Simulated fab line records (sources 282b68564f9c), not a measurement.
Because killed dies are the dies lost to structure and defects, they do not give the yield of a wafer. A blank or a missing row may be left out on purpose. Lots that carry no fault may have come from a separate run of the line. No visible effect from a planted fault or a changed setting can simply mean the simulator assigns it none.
What tool caused it? || flow ritCmos || 42 wafers from 14 lots sampled at 2 of the route's 202 steps

## WHAT EACH GAUGE READ, for each wafer
RIT_WELLDRIVE_RS_MEAS_02: measurement is done with a four-point probe.
{"lot": "L708", "measured": "day 2 18:41", "on": "filmMetro-01", "PWELL_RS (ohm/sq)": "421.6 423.3 421.8"}
{"lot": "L710", "measured": "day 3 02:25", "on": "filmMetro-01", "PWELL_RS (ohm/sq)": "424.0 423.4 424.6"}
{"lot": "L711", "measured": "day 3 09:43", "on": "filmMetro-03", "PWELL_RS (ohm/sq)": "424.7 423.7 423.8"}
{"lot": "L712", "measured": "day 3 12:42", "on": "filmMetro-03", "PWELL_RS (ohm/sq)": "425.4 424.9 424.3"}
{"lot": "L714", "measured": "day 3 23:06", "on": "filmMetro-03", "PWELL_RS (ohm/sq)": "425.1 423.6 424.6"}
{"lot": "L716", "measured": "day 4 07:38", "on": "filmMetro-01", "PWELL_RS (ohm/sq)": "425.7 424.6 425.4"}
{"lot": "L718", "measured": "day 4 18:05", "on": "filmMetro-04", "PWELL_RS (ohm/sq)": "426.1 425.5 424.7"}
{"lot": "L719", "measured": "day 4 22:43", "on": "filmMetro-01", "PWELL_RS (ohm/sq)": "425.1 424.2 425.6"}
{"lot": "L720", "measured": "day 5 02:01", "on": "filmMetro-03", "PWELL_RS (ohm/sq)": "423.7 422.6 423.0"}
{"lot": "L722", "measured": "day 5 13:54", "on": "filmMetro-01", "PWELL_RS (ohm/sq)": "436.6 435.5 438.9"}
{"lot": "L723", "measured": "day 5 18:59", "on": "filmMetro-01", "PWELL_RS (ohm/sq)": "437.1 436.7 437.2"}
{"lot": "L725", "measured": "day 6 05:25", "on": "filmMetro-03", "PWELL_RS (ohm/sq)": "424.4 424.2 425.2"}
{"lot": "L727", "measured": "day 6 14:29", "on": "filmMetro-04", "PWELL_RS (ohm/sq)": "424.3 424.6 424.4"}
{"lot": "L728", "measured": "day 6 19:45", "on": "filmMetro-03", "PWELL_RS (ohm/sq)": "424.5 425.0 426.6"}

## EACH LOT AND THE TOOL THAT RAN IT (in order: tool; ch and the chambers of the sampled wafers; start)
{"lot": "L708", "RIT_PWELL_IMPLANT_08": "implanter-02 ch 0, day 2 12:13"}
{"lot": "L710", "RIT_PWELL_IMPLANT_08": "implanter-02 ch 0, day 2 20:38"}
{"lot": "L711", "RIT_PWELL_IMPLANT_08": "implanter-03 ch 0, day 3 04:08"}
{"lot": "L712", "RIT_PWELL_IMPLANT_08": "implanter-02 ch 0, day 3 06:50"}
{"lot": "L714", "RIT_PWELL_IMPLANT_08": "implanter-03 ch 0, day 3 17:16"}
{"lot": "L716", "RIT_PWELL_IMPLANT_08": "implanter-02 ch 0, day 4 01:07"}
{"lot": "L718", "RIT_PWELL_IMPLANT_08": "implanter-02 ch 0, day 4 12:11"}
{"lot": "L719", "RIT_PWELL_IMPLANT_08": "implanter-03 ch 0, day 4 17:08"}
{"lot": "L720", "RIT_PWELL_IMPLANT_08": "implanter-02 ch 0, day 4 20:25"}
{"lot": "L722", "RIT_PWELL_IMPLANT_08": "implanter-02 ch 0, day 5 08:19"}
{"lot": "L723", "RIT_PWELL_IMPLANT_08": "implanter-02 ch 0, day 5 12:46"}
{"lot": "L725", "RIT_PWELL_IMPLANT_08": "implanter-03 ch 0, day 5 23:32"}
{"lot": "L727", "RIT_PWELL_IMPLANT_08": "implanter-03 ch 0, day 6 08:53"}
{"lot": "L728", "RIT_PWELL_IMPLANT_08": "implanter-01 ch 0, day 6 12:48"}
- RIT_PWELL_IMPLANT_08

## AS READ BY THE TOOLS THEMSELVES (means over the sampled wafers that have a number; for cases with no such wafer, the mark the record gives instead)
RIT_PWELL_IMPLANT_08.
{"lot": "L708", "tool": "implanter-02", "beamEnergyKeV": 170.01, "beamOnS (s)": 9.85}
{"lot": "L710", "tool": "implanter-02", "beamEnergyKeV": 170.08, "beamOnS (s)": 10.22}
{"lot": "L711", "tool": "implanter-03", "beamEnergyKeV": 170.02, "beamOnS (s)": 10.09}
{"lot": "L712", "tool": "implanter-02", "beamEnergyKeV": 170.00, "beamOnS (s)": 9.94}
{"lot": "L714", "tool": "implanter-03", "beamEnergyKeV": 170.00, "beamOnS (s)": 9.92}
{"lot": "L716", "tool": "implanter-02", "beamEnergyKeV": 170.00, "beamOnS (s)": 10.07}
{"lot": "L718", "tool": "implanter-02", "beamEnergyKeV": 169.99, "beamOnS (s)": 9.74}
{"lot": "L719", "tool": "implanter-03", "beamEnergyKeV": 170.04, "beamOnS (s)": 10.03}
{"lot": "L720", "tool": "implanter-02", "beamEnergyKeV": 170.03, "beamOnS (s)": 9.93}
{"lot": "L722", "tool": "implanter-02", "beamEnergyKeV": 118.99, "beamOnS (s)": 10.11}
{"lot": "L723", "tool": "implanter-02", "beamEnergyKeV": 118.97, "beamOnS (s)": 10.00}
{"lot": "L725", "tool": "implanter-03", "beamEnergyKeV": 170.05, "beamOnS (s)": 9.80}
{"lot": "L727", "tool": "implanter-03", "beamEnergyKeV": 169.98, "beamOnS (s)": 10.00}
{"lot": "L728", "tool": "implanter-01", "beamEnergyKeV": 170.09, "beamOnS (s)": 10.05}

## THE ANSWER, worked out from the rows above alone
Rule: what is usual is taken from the lots themselves. The widest of any qualifying gaps counts: lots, ordered by their means at a reading, are off when they make up no more than a third of the lots, leave a main group of 4 or more, and stand apart from it by 3 or more times the standard deviation of that group's means. A main group whose means are all the same, to the digits that the tables above print for the reading, isn't used. A lot without any number at a reading at which 4 lots or more have one is off too. Any other lot the step has rows for is counted as sound. The gauges are gone through in route order, then the tools' own readings, and for those a lot's mean is taken as printed above. At the first step where some lot is off, the reading lying furthest off is the one used; lots without a number count as furthest.
Off: L722, L723, at RIT_WELLDRIVE_RS_MEAS_02 (PWELL_RS). The main group has a mean of 424.4 ohm/sq with a standard deviation of 0.91.
If a tool, at a process step before that reading, ran all the lots that are off and no sound lot after the first of them, it fits. The gauges at RIT_WELLDRIVE_RS_MEAS_02 aren't tried: what is off there is off at RIT_PWELL_IMPLANT_08 too, on other tools, and a gauge's error can't cause that. One candidate fits, namely implanter-02 at RIT_PWELL_IMPLANT_08. A fault onset in the window from L720 (day 4 20:25, its last sound lot) to L722 (day 5 08:19, its first lot off) fits.
The tool's own readings at RIT_PWELL_IMPLANT_08 bear it out: on the lots that are off they differ by more than 5 times the standard deviation of the sound lots' means. beamEnergyKeV reads 118.98 there against 170.02 on the sound lots.

## WHAT THE SIMULATOR HAD INSERTED
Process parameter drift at RIT_PWELL_IMPLANT_08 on implanter-02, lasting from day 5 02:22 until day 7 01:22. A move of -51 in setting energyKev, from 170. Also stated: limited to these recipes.
Struck lots among those shown: L722, L723. This agrees with what the rule above found.
